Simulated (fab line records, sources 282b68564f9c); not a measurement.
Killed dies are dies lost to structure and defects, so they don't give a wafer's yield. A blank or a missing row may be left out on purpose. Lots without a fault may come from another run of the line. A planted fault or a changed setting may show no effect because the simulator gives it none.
A struck lot beside a sound one | flow rit_cmos | 18 steps out of a route of 202
Sound: wafers L981.2, L981.4, L981.5. Struck: wafers L988.1, L988.2, L988.5. The cause comes at the end.
At each step with rows: each side's tool, then ch and its chambers, then its first start. Under that, the readings that differ: sound wafers | struck wafers | difference of the means | sigmas: that difference in standard deviations of wafers without a fault.
alike: readings whose means differ by less than 2 such deviations, and words and numbers that are the same on both sides. not compared: withheld readings, readings that some wafer has no value for, bounds like >300 that may hide the same value, and numbers for which the record gives no deviation and whose values overlap.
The two part at a step that has a row with sigmas, a row that says differs or no value, or rows on one side only. Numbers that don't overlap but have no deviation are shown without sigmas and don't part them. A reading that every wafer of one side lacks parts them only if that side has two wafers or more.

first, 2 steps without rows for these wafers: RIT_ACTIVE_CLEAN_17 (cleans in SC2, time 600 s); RIT_FOX1_OXIDATION_00 (target thk 350.7 nm, ox time 1130 s).
RIT_FOX1_THK_MEAS_01:
  sound on film_metro-03, day 2 08:40; struck on film_metro-04, day 3 19:39
  reading             | sound       | struck      | difference | sigmas
  FOX1_OXIDE_THK (nm) | 339 340 340 | 356 352 349 | +13        | +2
then, 2 steps without rows for these wafers: RIT_FOX1_WET_ETCH_02 (etches SiO2 in BOE, target depth 350 nm, time 390 s); RIT_FOX2_OXIDATION_00 (target thk 350.7 nm, ox time 1130 s).
RIT_FOX2_THK_MEAS_01:
  sound on film_metro-04, day 2 10:09; struck on film_metro-04, day 3 21:08
  reading             | sound       | struck      | difference | sigmas
  FOX2_OXIDE_THK (nm) | 339 338 341 | 368 357 364 | +24        | +4
then, 2 steps without rows for these wafers: RIT_FOX2_CLEAN_02 (cleans in dHF, time 180 s); RIT_FOX2_WET_ETCH_03 (etches Si3N4 in H3PO4, target depth 195 nm, time 2700 s).
RIT_FOX2_THK_MEAS_90:
  sound on film_metro-04, day 2 11:02; struck on film_metro-02, day 3 22:01
  reading                     | sound       | struck      | difference | sigmas
  FIELD_OXIDE_LEFT_1_THK (nm) | 310 310 313 | 341 330 337 | +25        | +4
then, 3 steps without rows for these wafers: RIT_NWELL_HMDS_00 (prime time 60 s); RIT_NWELL_COAT_01 (resist thk 1300 nm); RIT_NWELL_SOFTBAKE_02 (time 60 s).
RIT_NWELL_EXPOSE_03: exposes mask M2, target cd 43900 nm.
  sound on iline_stepper-02 ch 0, day 2 11:40; struck on iline_stepper-02 ch 0, day 3 22:39
  reading                       | sound                | struck               | difference | sigmas
  model.NWELL.overlay_x_nm (nm) | -2.221 -2.221 -2.221 | -149.5 -149.5 -149.5 | -147.3     |
  alike: mask
then, 2 steps without rows for these wafers: RIT_NWELL_PEB_04; RIT_NWELL_DEVELOP_05 (develop time 68 s).
RIT_NWELL_OVL_MEAS_06:
  sound on overlay-01, day 2 12:05; struck on overlay-01, day 3 23:05
  reading        | sound       | struck               | difference | sigmas
  NWELL_OVL (nm) | 0.1 0.9 0.0 | -145.9 -147.3 -147.0 | -147.1     | -99 or more
then, 1 step without rows for these wafers: RIT_NWELL_HARDBAKE_07 (time 120 s).
RIT_M1_PROBE_99:
  sound on prober-01, day 4 01:29; struck on prober-02, day 5 11:18
  reading                                 | sound             | struck            | difference | sigmas
  killed_at_M0_to_M3                      | 1 0 0             | 0 0 0             | +0         | -2
  model.etest.well_edge_right.line_ohm_um | 181.4 182.4 181.5 | 190.9 187.7 191.7 | +8.3       |
  model.etest.well_edge_left.line_ohm_um  | 180.6 182.9 180.9 | 174.1 173.9 175.2 | -7.1       |
  alike: killed_at_contacts, killed_at_front_end, killed_dies, killed_open, killed_short

WHERE THEY PART
First at RIT_FOX1_THK_MEAS_01; last, within this record, at RIT_M1_PROBE_99.

WHY: what the simulator had put in
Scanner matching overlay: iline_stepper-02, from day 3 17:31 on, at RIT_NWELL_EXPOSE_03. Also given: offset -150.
